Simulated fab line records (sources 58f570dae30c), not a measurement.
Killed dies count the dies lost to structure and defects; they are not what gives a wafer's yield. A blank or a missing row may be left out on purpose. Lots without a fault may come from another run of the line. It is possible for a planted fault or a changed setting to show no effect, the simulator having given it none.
A sampling plan put to the test    flow berkeley cmos170    each of the 17 faults these records tell of, on one fab line, judged from the records of the lots it struck
The plan consists of the line's own looks: route steps at which the wafer is read by a gauge or an inspection but not changed. A look is open to judgement when struck wafers have a number at it and the file gives its usual mean and standard deviation on fault-free wafers. Caught: a look later than the fault's first step finds the struck wafers' mean 4 or more of those standard deviations (sigma) from the usual mean. On the tool: the same test on the tool's own readings at the fault's steps. Caught also covers a different recipe on the struck wafers, or a record left blank for those wafers only.

## THE FAULTS, as the simulator had put them in
1. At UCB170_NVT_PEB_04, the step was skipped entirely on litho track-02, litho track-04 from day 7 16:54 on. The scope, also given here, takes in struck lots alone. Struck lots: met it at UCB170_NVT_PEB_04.
2. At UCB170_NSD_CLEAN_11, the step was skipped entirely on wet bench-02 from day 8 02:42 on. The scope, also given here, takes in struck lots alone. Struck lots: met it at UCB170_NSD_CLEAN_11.
3. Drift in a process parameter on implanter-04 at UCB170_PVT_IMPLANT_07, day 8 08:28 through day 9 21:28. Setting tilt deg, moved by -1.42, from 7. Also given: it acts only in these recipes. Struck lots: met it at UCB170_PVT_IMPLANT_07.
4. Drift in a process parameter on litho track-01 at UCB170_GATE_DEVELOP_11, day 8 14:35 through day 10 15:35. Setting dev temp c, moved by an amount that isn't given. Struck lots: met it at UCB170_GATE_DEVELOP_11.
5. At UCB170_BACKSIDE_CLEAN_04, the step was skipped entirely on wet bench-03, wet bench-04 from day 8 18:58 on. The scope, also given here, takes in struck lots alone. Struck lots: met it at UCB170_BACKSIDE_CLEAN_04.
6. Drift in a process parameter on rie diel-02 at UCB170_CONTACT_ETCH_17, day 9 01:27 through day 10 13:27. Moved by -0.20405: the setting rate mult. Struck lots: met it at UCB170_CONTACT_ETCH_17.
7. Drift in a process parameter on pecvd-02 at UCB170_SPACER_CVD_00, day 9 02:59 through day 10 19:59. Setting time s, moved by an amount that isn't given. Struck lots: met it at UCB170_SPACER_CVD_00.
8. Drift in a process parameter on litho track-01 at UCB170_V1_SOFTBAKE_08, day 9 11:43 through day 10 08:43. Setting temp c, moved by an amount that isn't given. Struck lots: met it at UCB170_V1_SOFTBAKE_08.
9. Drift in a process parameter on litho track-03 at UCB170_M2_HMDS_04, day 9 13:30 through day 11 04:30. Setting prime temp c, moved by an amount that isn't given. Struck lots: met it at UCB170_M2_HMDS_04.
10. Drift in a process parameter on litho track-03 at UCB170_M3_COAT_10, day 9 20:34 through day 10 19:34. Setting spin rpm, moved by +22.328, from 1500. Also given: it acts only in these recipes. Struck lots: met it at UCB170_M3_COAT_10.
11. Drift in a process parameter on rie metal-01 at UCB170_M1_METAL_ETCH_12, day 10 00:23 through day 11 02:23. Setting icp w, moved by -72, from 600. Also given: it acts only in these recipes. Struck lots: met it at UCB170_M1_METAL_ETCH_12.
12. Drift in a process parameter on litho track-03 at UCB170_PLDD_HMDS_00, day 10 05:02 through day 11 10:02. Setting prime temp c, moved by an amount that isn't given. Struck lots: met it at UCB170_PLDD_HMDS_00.
13. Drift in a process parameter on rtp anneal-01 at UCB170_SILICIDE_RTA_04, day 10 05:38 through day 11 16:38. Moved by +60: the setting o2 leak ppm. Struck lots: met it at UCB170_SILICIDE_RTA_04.
14. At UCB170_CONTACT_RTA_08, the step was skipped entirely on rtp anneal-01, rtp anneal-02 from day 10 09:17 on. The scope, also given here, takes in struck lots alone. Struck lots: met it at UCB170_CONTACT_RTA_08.
15. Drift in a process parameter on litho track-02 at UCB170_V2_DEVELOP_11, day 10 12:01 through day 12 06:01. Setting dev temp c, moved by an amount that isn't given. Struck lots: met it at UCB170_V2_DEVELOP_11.
16. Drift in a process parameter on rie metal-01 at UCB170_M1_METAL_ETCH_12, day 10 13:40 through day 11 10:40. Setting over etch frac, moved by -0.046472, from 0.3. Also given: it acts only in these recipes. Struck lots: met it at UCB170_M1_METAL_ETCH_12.
17. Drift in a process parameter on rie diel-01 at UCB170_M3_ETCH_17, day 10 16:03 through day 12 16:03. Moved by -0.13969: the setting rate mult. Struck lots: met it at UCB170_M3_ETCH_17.

## WHAT THE PLAN SAW
fault  on the tool itself                                first look that catches it                       reading, sigma  median hours from its first step to that look  hours from the fault's start to the first struck lot there  judged looks passed uncaught
1      the tool's record is blank for the struck wafers  no look after it can be judged                   -               -                                              -                                                           0
2      the tool's record is blank for the struck wafers  not the one look that can be judged after it     -               -                                              -                                                           1
3      tilt deg -74 sigma                                not the one look that can be judged after it     -               -                                              -                                                           1
4      developer temp C -9.4 sigma                       no look after it can be judged                   -               -                                              -                                                           0
5      the tool's record is blank for the struck wafers  not the one look that can be judged after it     -               -                                              -                                                           1
6      oes product au -5.2 sigma                         no look after it can be judged                   -               -                                              -                                                           0
7      only faintly: run length s +3.1 sigma             not the one look that can be judged after it     -               -                                              -                                                           1
8      heater power total W +99 or beyond sigma          UCB170_V1_CD_MEAS_12                             cd nm +18       0.7                                            6                                                           0
9      prime temp c -53 sigma                            no look after it can be judged                   -               -                                              -                                                           0
10     spin speed rpm +16 sigma                          no look after it can be judged                   -               -                                              -                                                           0
11     rf fwd power W -39 sigma                          none of the 2 looks that can be judged after it  -               -                                              -                                                           2
12     prime temp c -90 sigma                            no look after it can be judged                   -               -                                              -                                                           0
13     chamber o2 ppm +99 or beyond sigma                no look after it can be judged                   -               -                                              -                                                           0
14     the tool's record is blank for the struck wafers  no look after it can be judged                   -               -                                              -                                                           0
15     developer temp C -8.9 sigma                       not the one look that can be judged after it     -               -                                              -                                                           1
16     under 2 sigma                                     no look after it can be judged                   -               -                                              -                                                           0
17     oes product au -4.3 sigma                         no look after it can be judged                   -               -                                              -                                                           0
Dash: fault not caught, or number not given in these records.

Caught at a look: 1 of 17. Caught on the tool: 15 of 17. By one or the other: 15 of 17.
Caught on the tool alone: faults 1, 2, 3, 4, 5, 6, 9, 10, 11, 12, 13, 14, 15, 17.
Caught by neither: faults 7, 16.

## THINNER SAMPLING
In the worst case, this is how late the first struck lot would be measured if the look that catches a fault measured only every second or every third lot, by lot number:
fault  struck lots at that look, in order of time  every lot  every second lot  every third lot
8      L600, L598                                  6 h        may miss all 2    may miss all 2
Hours are from the fault's start to the first struck lot that is measured. The limit of 4 sigma was tested on all struck wafers together, so one lot alone may lie under it. Other struck lots may not be in these records.

## THE LONGEST TIMED WAY FROM STEP TO LOOK
Fault 8: the median time between UCB170_V1_SOFTBAKE_08 and UCB170_V1_CD_MEAS_12 is 0.7 hours. No look between them can be judged.
